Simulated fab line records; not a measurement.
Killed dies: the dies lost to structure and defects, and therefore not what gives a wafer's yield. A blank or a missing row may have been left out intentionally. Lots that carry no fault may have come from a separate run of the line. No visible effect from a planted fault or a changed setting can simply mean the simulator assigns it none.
Which tool was responsible? | flow berkeley-cmos170 | 18 wafers from 6 lots sampled at 3 of the route's 331 steps

== WHAT EACH GAUGE READ, for each wafer ==
UCB170_PWELL_OVL_MEAS_13.
lot  | measured    | on         | PWELL_OVL (nm)
L698 | day 3 13:04 | overlay-02 | 7 6 7
L701 | day 4 00:26 | overlay-01 | - - -
L713 | day 6 09:54 | overlay-02 | 1 5 2
L714 | day 6 19:35 | overlay-01 | 8 13 10
L715 | day 7 04:49 | overlay-01 | 3 -6 4
L718 | day 7 11:00 | overlay-02 | 7 5 5

== WHICH TOOL RAN EACH LOT (tool, then ch and the chambers of the sampled wafers, then the start) ==
lot  | UCB170_NWELL_ETCH_13              | UCB170_PWELL_EXPOSE_10
L698 | rie-diel-02 ch 1,2,3, day 2 15:14 | krf-scanner-01 ch 0, day 3 12:23
L701 | rie-diel-01 ch 0,1,3, day 3 04:20 | krf-scanner-02 ch 0, day 3 23:10
L713 | rie-diel-01 ch 0,2, day 5 10:37   | krf-scanner-01 ch 0, day 6 09:31
L714 | rie-diel-04 ch 1,2,3, day 5 19:39 | krf-scanner-01 ch 0, day 6 19:14
L715 | rie-diel-04 ch 0,1,3, day 6 03:28 | krf-scanner-02 ch 0, day 7 04:22
L718 | rie-diel-01 ch 0,1, day 6 14:36   | krf-scanner-02 ch 0, day 7 10:37
- UCB170_NWELL_ETCH_13: etches Si3N4 in CH3F/Ar/O2, stops on SiO2, target depth 246.4 nm, time 154 s.
- UCB170_PWELL_EXPOSE_10: exposes mask PWELL, target cd 3000 nm.

== THE ANSWER, worked out from the rows above alone ==
Rule: the usual values come from the lots themselves. Put in order of their means at a reading, lots are off if they are a third of the lots or fewer, leave a main group of 4 or more, and stand apart from it by a gap of 3 or more times the standard deviation of the main group's means; of several such gaps the widest counts. The tables above print the reading to a certain number of digits; a main group whose means all agree to those digits is not used. A lot without any number at a reading at which 4 lots or more have one is off too. Where the step has rows for the other lots, those lots are counted as sound.
Off: L701, at UCB170_PWELL_OVL_MEAS_13 (PWELL_OVL). Without a number there: L701. For the main group the mean is 5 nm and the standard deviation 3.4.
A tool fits if, at a process step before that reading, it ran every lot that is off, and no sound lot after the first of them. The gauges at UCB170_PWELL_OVL_MEAS_13 are tried like those tools. Not one of the candidates tried fits.

== WHAT WAS PUT IN BY THE SIMULATOR ==
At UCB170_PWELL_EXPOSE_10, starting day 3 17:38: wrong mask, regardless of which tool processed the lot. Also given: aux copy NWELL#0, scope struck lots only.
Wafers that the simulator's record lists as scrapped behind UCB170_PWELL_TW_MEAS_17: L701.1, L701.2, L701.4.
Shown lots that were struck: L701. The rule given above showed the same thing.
